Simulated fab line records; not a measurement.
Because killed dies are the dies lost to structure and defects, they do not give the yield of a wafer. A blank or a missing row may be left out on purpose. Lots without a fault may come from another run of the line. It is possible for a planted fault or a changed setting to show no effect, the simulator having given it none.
The tool behind it: which one?	flow berkeley-cmos170	21 wafers from 7 lots sampled at 4 of the route's 331 steps

## WHAT THE GAUGES READ, wafer by wafer
UCB170_SDANNEAL_RS_MEAS_02: a four-point-probe measurement.
lot	measured	on	PSD_RS (ohm/sq)
L334	day 7 10:07	film-metro-03	74.70 75.00 74.93
L338	day 8 04:41	film-metro-02	75.33 75.43 75.25
L340	day 8 17:46	film-metro-04	75.49 75.25 75.51
L343	day 8 21:31	film-metro-04	75.33 75.66 75.32
L351	day 10 08:15	film-metro-03	78.93 79.24 79.18
L354	day 11 09:50	film-metro-03	76.00 76.06 75.71
L356	day 11 23:35	film-metro-02	75.29 75.48 75.15

## TOOL THAT RAN EACH LOT (tool first, then ch and the chambers of the sampled wafers, then the start)
lot	UCB170_PSD_IMPLANT_08	UCB170_PSD_STRIP_09	UCB170_NSD_STRIP_09
L334	implanter-02 ch 0, day 7 03:51	plasma-asher-03 ch 0,1, day 7 03:59	plasma-asher-04 ch 0,1, day 7 07:46
L338	implanter-01 ch 0, day 7 19:13	plasma-asher-03 ch 0,1, day 7 19:22	plasma-asher-04 ch 0,1, day 7 22:49
L340	implanter-01 ch 0, day 8 14:08	plasma-asher-01 ch 0,1, day 8 14:16	plasma-asher-03 ch 0,1, day 8 16:04
L343	implanter-04 ch 0, day 8 18:01	plasma-asher-01 ch 0,1, day 8 18:10	plasma-asher-02 ch 0,1, day 8 20:10
L351	implanter-01 ch 0, day 10 05:07	plasma-asher-04 ch 0,1, day 10 05:16	plasma-asher-02 ch 0,1, day 10 07:02
L354	implanter-04 ch 0, day 11 06:19	plasma-asher-04 ch 0,1, day 11 06:28	plasma-asher-02 ch 0,1, day 11 08:18
L356	implanter-02 ch 0, day 11 19:57	plasma-asher-03 ch 0,1, day 11 20:06	plasma-asher-04 ch 0,1, day 11 22:04
- UCB170_PSD_IMPLANT_08
- UCB170_PSD_STRIP_09: strips in O2.
- UCB170_NSD_STRIP_09: strips in O2.

## THE ANSWER, worked out from the rows above alone
Rule: the usual values come from the lots themselves. Put in order of their means at a reading, lots are off if they are a third of the lots or fewer, leave a main group of 4 or more, and stand apart from it by a gap of 3 or more times the standard deviation of the main group's means; of several such gaps the widest counts. If all means in a main group match to the digits the tables above print for the reading, that group is not used. A lot without any number at a reading at which 4 lots or more have one is off too. All remaining lots with rows at the step are treated as sound.
Off: L351, seen at UCB170_SDANNEAL_RS_MEAS_02 (PSD_RS). For the main group the mean is 75.38 ohm/sq and the standard deviation 0.31.
If a tool, at a process step before that reading, ran all the lots that are off and no sound lot after the first of them, it fits. The gauges at UCB170_SDANNEAL_RS_MEAS_02 are tried like those tools. One fits: UCB170_PSD_IMPLANT_08 on implanter-01. Its last sound lot is L340 (day 8 14:08), its first lot that is off L351 (day 10 05:07): a fault that began between those two fits.

## WHAT HAD BEEN PUT IN BY THE SIMULATOR
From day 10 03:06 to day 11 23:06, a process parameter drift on implanter-01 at UCB170_PSD_IMPLANT_08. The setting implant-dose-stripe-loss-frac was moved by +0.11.
Shown lots that were struck: L351. The same result came from the rule above.
